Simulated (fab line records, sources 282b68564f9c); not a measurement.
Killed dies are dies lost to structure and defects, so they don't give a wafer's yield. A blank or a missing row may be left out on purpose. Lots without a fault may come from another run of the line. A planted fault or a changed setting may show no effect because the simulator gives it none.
Problem report in the 8D (eight disciplines) form, filled by code | flow rit_cmos | the parts of the form that need people (team, actions taken, sign-off) are left out

1. THE PROBLEM
NLDD_TW at RIT_NLDD_TW_MEAS_10 reads a mean of 30 on 6 wafers of 2 lots; wafers without a fault read 2472 with a standard deviation of 31. That is -79 standard deviations from the usual mean.
First seen on wafer L258.1, day 4 15:58, on film_metro-01. The record holds 42 wafers of 14 lots with a number at this step. Rule for "out", or "out of limits": more than 4 standard deviations from the usual mean. The other wafers with a number count as sound.

2. WHAT IT IS AND WHAT IT IS NOT
question                    | is                           | is not
which readings at this step | NLDD_TW                      | -
which lots                  | L258, L260                   | L251, L252, L254, L255, L256, L259, L262, L268, L269, L270, L271, L273
which wafers of those lots  | all that have a number       | -
read on which gauges        | film_metro-01, film_metro-04 | film_metro-02
when                        | from day 4 15:58             | up to then (15 sound wafers); but 21 sound wafers of L259, L262, L268, L269, L270, L271, L273 came after

3. SUSPECTS, AND WHAT RULES EACH OUT
Counting: a tool at a process step up to the reading stays a suspect if it ran every lot that is out and no sound lot after the first of them.
- the gauge at RIT_NLDD_TW_MEAS_10: ruled out. The wafers that are out were read on 2 gauges (film_metro-01, film_metro-04).
- litho_track-04 at RIT_NLDD_DEVELOP_05 (develop time 50 s): ruled out as a lasting fault. Sound lots L273 ran on it after its first lot that is out, L258 (day 4 15:00).
Left after counting: nothing in the record.

4. THE CAUSE (what the simulator had put in)
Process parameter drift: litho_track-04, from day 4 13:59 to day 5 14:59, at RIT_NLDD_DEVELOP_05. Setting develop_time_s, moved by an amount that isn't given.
Counting ruled it out, wrongly: the rule takes a fault to strike every lot that its tool runs from its start on, and this one did not.

5. THE CHAIN OF EFFECTS, in route order
Each row: a reading whose mean over the struck wafers that have a number lies more than 3 standard deviations from the usual. Only readings for which the record gives a usual standard deviation are gone through. hours: the time from each lot's start at the first step in this table that gives one to its start at this step, as a median over the lots. sigmas: the change in usual standard deviations.
hours | step                | reading             | usual | on struck wafers | change | sigmas
0     | RIT_NLDD_TW_MEAS_10 | NLDD_TW             | 2472  | 30               | -2442  | -79
16    | RIT_M1_PROBE_99     | killed_at_front_end | 6     | 264              | +258   | +83
16    | RIT_M1_PROBE_99     | killed_dies         | 6     | 264              | +258   | +83
16    | RIT_M1_PROBE_99     | killed_on_rim       | 1.6   | 70.0             | +68.4  | +49
The process steps in it:
- RIT_M1_PROBE_99
Later measuring or inspecting steps at which every struck wafer that the step has a row for has a number for every such reading, and none has moved that far: RIT_PLDD_TW_MEAS_10.

6. WHAT WOULD HAVE CAUGHT IT SOONER
In this record the first reading out of limits at a measuring or inspecting step was taken at day 4 15:58, 2 hours after the fault began at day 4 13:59.
